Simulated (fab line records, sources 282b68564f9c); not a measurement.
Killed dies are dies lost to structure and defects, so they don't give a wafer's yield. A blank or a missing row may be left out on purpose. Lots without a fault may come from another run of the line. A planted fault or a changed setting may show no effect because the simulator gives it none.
Which tool did it? | flow rit_cmos | 14 lots, 42 wafers sampled, at 2 steps of a route of 202

WHAT THE GAUGES READ, wafer by wafer
The record holds no reading of a measuring or inspecting step that can be judged against a usual standard deviation.

WHICH TOOL RAN EACH LOT (tool, then ch and the chambers of the sampled wafers, then the start)
lot  | RIT_NSD_SOFTBAKE_02              | RIT_M1_PROBE_99
L375 | litho_track-02 ch 0, day 3 04:48 | prober-02, day 3 16:38
L376 | litho_track-02 ch 0, day 3 08:46 | prober-01, day 3 19:43
L378 | litho_track-04 ch 0, day 3 19:46 | prober-01, day 4 06:35
L381 | litho_track-03 ch 0, day 4 11:11 | prober-02, day 4 22:53
L382 | litho_track-02 ch 0, day 4 19:36 | prober-01, day 5 06:46
L383 | litho_track-04 ch 0, day 4 20:38 | prober-02, day 5 10:42
L384 | litho_track-04 ch 0, day 5 07:04 | prober-01, day 5 17:55
L387 | litho_track-03 ch 0, day 5 17:08 | prober-02, day 6 04:26
L389 | litho_track-04 ch 0, day 6 05:29 | prober-02, day 6 18:41
L390 | litho_track-04 ch 0, day 6 14:11 | prober-01, day 7 00:56
L391 | litho_track-02 ch 0, day 6 16:37 | prober-02, day 7 04:24
L392 | litho_track-02 ch 0, day 6 20:14 | prober-01, day 7 07:07
L394 | litho_track-02 ch 0, day 7 07:47 | prober-01, day 7 19:38
L396 | litho_track-03 ch 0, day 7 16:50 | prober-01, day 8 03:33
- RIT_NSD_SOFTBAKE_02: time 60 s.
- RIT_M1_PROBE_99

WHAT THE TOOLS THEMSELVES READ (means of the sampled wafers that have a number; where no wafer has one, the mark that the record gives instead)
RIT_NSD_SOFTBAKE_02.
lot  | tool           | run_length_s (s)
L375 | litho_track-02 | 89.57
L376 | litho_track-02 | 89.54
L378 | litho_track-04 | 89.29
L381 | litho_track-03 | 89.34
L382 | litho_track-02 | 89.48
L383 | litho_track-04 | 89.24
L384 | litho_track-04 | 89.25
L387 | litho_track-03 | 89.31
L389 | litho_track-04 | 89.30
L390 | litho_track-04 | 89.18
L391 | litho_track-02 | 89.53
L392 | litho_track-02 | 92.69
L394 | litho_track-02 | 92.66
L396 | litho_track-03 | 89.23

RIT_M1_PROBE_99.
lot  | tool      | killed_at_M0_to_M3 | killed_at_front_end | killed_dies | killed_open | killed_short
L375 | prober-02 | 0.0                | 9.7                 | 9.7         | 6.0         | 3.7
L376 | prober-01 | 0.0                | 5.0                 | 5.0         | 3.0         | 2.0
L378 | prober-01 | 0.0                | 6.7                 | 6.7         | 4.0         | 2.7
L381 | prober-02 | 0.0                | 4.3                 | 4.3         | 1.0         | 3.3
L382 | prober-01 | 0.0                | 7.0                 | 7.0         | 4.0         | 3.0
L383 | prober-02 | 0.0                | 9.0                 | 9.0         | 4.7         | 4.3
L384 | prober-01 | 0.0                | 6.0                 | 6.0         | 2.3         | 3.3
L387 | prober-02 | 0.0                | 7.3                 | 7.3         | 3.3         | 4.0
L389 | prober-02 | 0.0                | 6.3                 | 6.3         | 4.3         | 2.0
L390 | prober-01 | 0.0                | 10.3                | 10.3        | 4.7         | 5.7
L391 | prober-02 | 0.0                | 5.7                 | 5.7         | 3.0         | 2.7
L392 | prober-01 | 0.0                | 5.7                 | 5.7         | 3.7         | 2.0
L394 | prober-01 | 0.0                | 9.0                 | 9.0         | 3.3         | 5.7
L396 | prober-01 | 0.3                | 7.3                 | 7.7         | 5.0         | 2.7

THE ANSWER, worked out from the rows above alone
Rule: what is usual is taken from the lots themselves. Put in order of their means at a reading, lots are off if they are a third of the lots or fewer, leave a main group of 4 or more, and stand apart from it by a gap of 3 or more times the standard deviation of the main group's means; of several such gaps the widest counts. A main group whose means are all the same, to the digits that the tables above print for the reading, isn't used. A lot without any number at a reading at which 4 lots or more have one is off too. The other lots that the step has rows for count as sound. The gauges are gone through in route order, then the tools' own readings, and for those a lot's mean is taken as printed above. The first step at which some lot is off is used, and at that step the reading that is off furthest; a lot without a number counts as furthest.
Off: L392, L394, at RIT_NSD_SOFTBAKE_02 (run_length_s). The main group: mean 89.36 s, standard deviation 0.13.
A tool fits if, at that step or a process step before it, it ran every lot that is off, and no sound lot after the first of them. One fits: litho_track-02 at RIT_NSD_SOFTBAKE_02. Its last sound lot is L391 (day 6 16:37), its first lot that is off L392 (day 6 20:14): a fault that began between those two fits.
The tool's own readings at RIT_NSD_SOFTBAKE_02 bear it out: on the lots that are off they differ by more than 5 times the standard deviation of the sound lots' means. run_length_s reads 92.67 s there against 89.36 s on the sound lots.

WHAT THE SIMULATOR HAD PUT IN
Process parameter drift: litho_track-02, from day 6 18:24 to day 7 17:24, at RIT_NSD_SOFTBAKE_02. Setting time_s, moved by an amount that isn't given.
Lots struck among those shown: L392, L394. The rule above found the same.
